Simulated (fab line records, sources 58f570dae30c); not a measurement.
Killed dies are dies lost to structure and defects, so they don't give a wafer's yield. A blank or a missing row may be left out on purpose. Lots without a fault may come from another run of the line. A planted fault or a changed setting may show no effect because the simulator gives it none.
Which tool did it? | flow berkeley_cmos170 | 9 lots, 27 wafers sampled, at 3 steps of a route of 331

WHAT THE GAUGES READ, wafer by wafer
UCB170_V1_CD_MEAS_90: target cd 700 nm.
lot  | measured     | on        | cd_nm (nm)
L384 | day 8 23:03  | cd_sem-02 | 698.7 699.7 699.2
L383 | day 9 03:11  | cd_sem-02 | 698.2 699.7 698.7
L393 | day 10 12:56 | cd_sem-02 | 710.9 714.2 714.1
L396 | day 11 13:16 | cd_sem-02 | 711.4 708.2 708.1
L398 | day 12 04:26 | cd_sem-02 | 699.1 698.0 698.1
L397 | day 12 06:16 | cd_sem-02 | 697.5 700.1 698.8
L401 | day 12 12:47 | cd_sem-01 | 697.9 696.9 697.1
L400 | day 12 12:52 | cd_sem-02 | 697.6 697.2 698.1
L404 | day 12 18:35 | cd_sem-01 | 698.4 699.8 699.2

WHICH TOOL RAN EACH LOT (tool, then ch and the chambers of the sampled wafers, then the start)
lot  | UCB170_V1_ETCH_14                  | UCB170_V1_STRIP_15
L384 | rie_diel-02 ch 0,1,2, day 8 22:46  | plasma_asher-04 ch 0,1, day 8 22:57
L383 | rie_diel-04 ch 0,1,2, day 9 02:53  | plasma_asher-02 ch 0,1, day 9 03:04
L393 | rie_diel-02 ch 0,1,2, day 10 12:38 | plasma_asher-04 ch 0, day 10 12:49
L396 | rie_diel-02 ch 1,2, day 11 12:59   | plasma_asher-01 ch 0,1, day 11 13:10
L398 | rie_diel-04 ch 0,1,2, day 12 04:07 | plasma_asher-02 ch 0,1, day 12 04:20
L397 | rie_diel-04 ch 0,1,2, day 12 05:56 | plasma_asher-04 ch 0,1, day 12 06:09
L401 | rie_diel-03 ch 0,3, day 12 12:28   | plasma_asher-04 ch 0,1, day 12 12:39
L400 | rie_diel-04 ch 0,3, day 12 12:35   | plasma_asher-02 ch 0,1, day 12 12:46
L404 | rie_diel-03 ch 0,1, day 12 18:17   | plasma_asher-02 ch 0,1, day 12 18:28
- UCB170_V1_ETCH_14: etches SiO2 in CHF3/CF4/Ar, stops on Al, target depth 1250 nm, time 291 s.
- UCB170_V1_STRIP_15: strips in O2.

THE ANSWER, worked out from the rows above alone
Rule: what is usual is taken from the lots themselves. Put in order of their means at a reading, lots are off if they are a third of the lots or fewer, leave a main group of 4 or more, and stand apart from it by a gap of 3 or more times the standard deviation of the main group's means; of several such gaps the widest counts. A main group whose means are all the same, to the digits that the tables above print for the reading, isn't used. A lot without any number at a reading at which 4 lots or more have one is off too. The other lots that the step has rows for count as sound.
Off: L393, L396, at UCB170_V1_CD_MEAS_90 (cd_nm). The main group: mean 698.5 nm, standard deviation 0.69.
A tool fits if, at a process step before that reading, it ran every lot that is off, and no sound lot after the first of them. The gauges at UCB170_V1_CD_MEAS_90 are tried like those tools. One fits: rie_diel-02 at UCB170_V1_ETCH_14. Its last sound lot is L384 (day 8 22:46), its first lot that is off L393 (day 10 12:38): a fault that began between those two fits.

WHAT THE SIMULATOR HAD PUT IN
Process parameter drift: rie_diel-02, from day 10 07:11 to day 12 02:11, at UCB170_V1_ETCH_14. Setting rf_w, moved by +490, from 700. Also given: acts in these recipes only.
Lots struck among those shown: L393, L396. The rule above found the same.
